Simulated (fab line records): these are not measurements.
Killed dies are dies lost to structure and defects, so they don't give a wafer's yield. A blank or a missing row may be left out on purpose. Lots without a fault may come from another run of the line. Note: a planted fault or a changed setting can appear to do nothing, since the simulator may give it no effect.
Split-lot study :: flow rit-cmos :: on a route of 202 steps: 5 lots, 23 wafers read

## ON THE SPLIT
At RIT_CONTACT_DEVELOP_07 (develop time 120 s), the setting develop-time-s was moved away from the recipe's 120 s on 7 of the 23 wafers read, by -13.2% to -3.8%. The other wafers ran this setting at the recipe's value.

## FROM THE SPLIT TO THE READING: what the file shows between them, 3 steps
- RIT_CONTACT_CD_MEAS_08: target cd 1000 nm
- RIT_CONTACT_ETCH_11: etches SiO2 in CHF3/CF4/Ar, stops on TiSi2, target depth 480 nm, time 320 s (also split here: time-s)
- RIT_CONTACT_STRIP_12: strips in O2, time 180 s

## THE READING
At RIT_CONTACT_CD_MEAS_90: cd-nm in nanometres, against a target cd of 1000 nm. A value of 998.7 nm with a standard deviation of 2 nm is what fault-free wafers of this fab line usually give.

wafer: L075.1
tool, chamber at the split: litho-track-02, 0
develop-time-s as run, s: 120
against the recipe: recipe
cd-nm, nm: 999.5
against lot-mates on the recipe: -

wafer: L075.2
tool, chamber at the split: litho-track-02, 0
develop-time-s as run, s: 120
against the recipe: recipe
cd-nm, nm: 999.5
against lot-mates on the recipe: -

wafer: L075.4
tool, chamber at the split: litho-track-02, 0
develop-time-s as run, s: 120
against the recipe: recipe
cd-nm, nm: 1000.2
against lot-mates on the recipe: -

wafer: L075.5
tool, chamber at the split: litho-track-02, 0
develop-time-s as run, s: 120
against the recipe: recipe
cd-nm, nm: 997.9
against lot-mates on the recipe: -

wafer: L075.6
tool, chamber at the split: litho-track-02, 0
develop-time-s as run, s: 120
against the recipe: recipe
cd-nm, nm: 999.2
against lot-mates on the recipe: -

wafer: L078.1
tool, chamber at the split: litho-track-03, 0
develop-time-s as run, s: 104.2
against the recipe: -13.2%
cd-nm, nm: 985.3
against lot-mates on the recipe: -10.7

wafer: L078.2
tool, chamber at the split: litho-track-03, 0
develop-time-s as run, s: 104.2
against the recipe: -13.2%
cd-nm, nm: 984.4
against lot-mates on the recipe: -11.6

wafer: L078.3
tool, chamber at the split: litho-track-03, 0
develop-time-s as run, s: 120
against the recipe: recipe
cd-nm, nm: 995.3
against lot-mates on the recipe: -

wafer: L078.5
tool, chamber at the split: litho-track-03, 0
develop-time-s as run, s: 120
against the recipe: recipe
cd-nm, nm: 996.6
against lot-mates on the recipe: -

wafer: L078.6
tool, chamber at the split: litho-track-03, 0
develop-time-s as run, s: 104.2
against the recipe: -13.2%
cd-nm, nm: 983.0
against lot-mates on the recipe: -13.0

wafer: L081.1
tool, chamber at the split: litho-track-03, 0
develop-time-s as run, s: 120
against the recipe: recipe
cd-nm, nm: 998.6
against lot-mates on the recipe: -

wafer: L081.3
tool, chamber at the split: litho-track-03, 0
develop-time-s as run, s: 120
against the recipe: recipe
cd-nm, nm: 1000.6
against lot-mates on the recipe: -

wafer: L081.6
tool, chamber at the split: litho-track-03, 0
develop-time-s as run, s: 120
against the recipe: recipe
cd-nm, nm: 998.8
against lot-mates on the recipe: -

wafer: L084.1
tool, chamber at the split: litho-track-02, 0
develop-time-s as run, s: 108.1
against the recipe: -9.9%
cd-nm, nm: 989.6
against lot-mates on the recipe: -9.1

wafer: L084.2
tool, chamber at the split: litho-track-02, 0
develop-time-s as run, s: 120
against the recipe: recipe
cd-nm, nm: 998.5
against lot-mates on the recipe: -

wafer: L084.3
tool, chamber at the split: litho-track-02, 0
develop-time-s as run, s: 120
against the recipe: recipe
cd-nm, nm: 998.5
against lot-mates on the recipe: -

wafer: L084.4
tool, chamber at the split: litho-track-02, 0
develop-time-s as run, s: 108.1
against the recipe: -9.9%
cd-nm, nm: 990.9
against lot-mates on the recipe: -7.8

wafer: L084.6
tool, chamber at the split: litho-track-02, 0
develop-time-s as run, s: 120
against the recipe: recipe
cd-nm, nm: 999.1
against lot-mates on the recipe: -

wafer: L085.1
tool, chamber at the split: litho-track-02, 0
develop-time-s as run, s: 120
against the recipe: recipe
cd-nm, nm: 995.6
against lot-mates on the recipe: -

wafer: L085.3
tool, chamber at the split: litho-track-02, 0
develop-time-s as run, s: 120
against the recipe: recipe
cd-nm, nm: 997.8
against lot-mates on the recipe: -

wafer: L085.4
tool, chamber at the split: litho-track-02, 0
develop-time-s as run, s: 115.4
against the recipe: -3.8%
cd-nm, nm: 996.1
against lot-mates on the recipe: -1.5

wafer: L085.5
tool, chamber at the split: litho-track-02, 0
develop-time-s as run, s: 120
against the recipe: recipe
cd-nm, nm: 999.5
against lot-mates on the recipe: -

wafer: L085.6
tool, chamber at the split: litho-track-02, 0
develop-time-s as run, s: 115.4
against the recipe: -3.8%
cd-nm, nm: 996.8
against lot-mates on the recipe: -0.8

FIT RESULTS
A straight line over all 23 wafers: cd-nm changes by +1.01 nm for each +1% of develop-time-s; r = +0.96; the points scatter about the line by 1.6 nm.
The same after taking each lot's own level away (the mean of its wafers on the recipe; 23 wafers): +0.873 nm for each +1%; r = +0.97; scatter 1.1 nm.
Per that fit: largest develop-time-s move, reading shift of 11 nm.
From 995.95 to 999.33 nm: that is the span of the lots' own levels, equal to 1.7 times the standard deviation above.
Hence the slope depends on the lot-to-lot level, as the two fits are not the same.
Check: with one of the wafers moved furthest among these (-13.2%) left out of the fit, the line predicts -11.5 nm for it against its lot-mates. It came out at -10.7 nm against them.

## FURTHER SPLITS ON THESE WAFERS
Before the reading, these wafers also passed through other splits. Each is held against what the fit with the lots' levels taken away leaves over:
other split on the same wafers: RIT_SPACER_CVD_03 time-s
wafers away from the commonest value: 15
r with cd-nm (lot level and that fit taken away): +0.15

other split on the same wafers: RIT_NSD_IMPLANT_08 dose-cm2
wafers away from the commonest value: 4
r with cd-nm (lot level and that fit taken away): -0.30

other split on the same wafers: RIT_PSD_IMPLANT_08 dose-cm2
wafers away from the commonest value: 10
r with cd-nm (lot level and that fit taken away): -0.06

other split on the same wafers: RIT_CONTACT_CVD_00 time-s
wafers away from the commonest value: 9
r with cd-nm (lot level and that fit taken away): -0.20

other split on the same wafers: RIT_CONTACT_ETCH_11 time-s
wafers away from the commonest value: 8
r with cd-nm (lot level and that fit taken away): +0.49

## THE WHOLE CHAIN: every reading that the file lists as answering this split, in the file's order
step: RIT_CONTACT_CD_MEAS_08
what it does: target cd 1000 nm
reading: cd-nm
change (the file's fit): +0.854 nm for each +1% of the setting
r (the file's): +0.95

step: RIT_CONTACT_ETCH_11
what it does: etches SiO2 in CHF3/CF4/Ar, stops on TiSi2, target depth 480 nm, time 320 s
reading: CONTACT.cd-nm (the simulator's own value, which no gauge read)
change (the file's fit): +0.85 nm for each +1% of the setting
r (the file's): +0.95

step: RIT_CONTACT_CD_MEAS_90
what it does: target cd 1000 nm
reading: cd-nm
change (the file's fit): +0.846 nm for each +1% of the setting
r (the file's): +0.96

## FILE'S OWN FIT
cd-nm changes by +0.846 nm for each +1% of develop-time-s, r = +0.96.
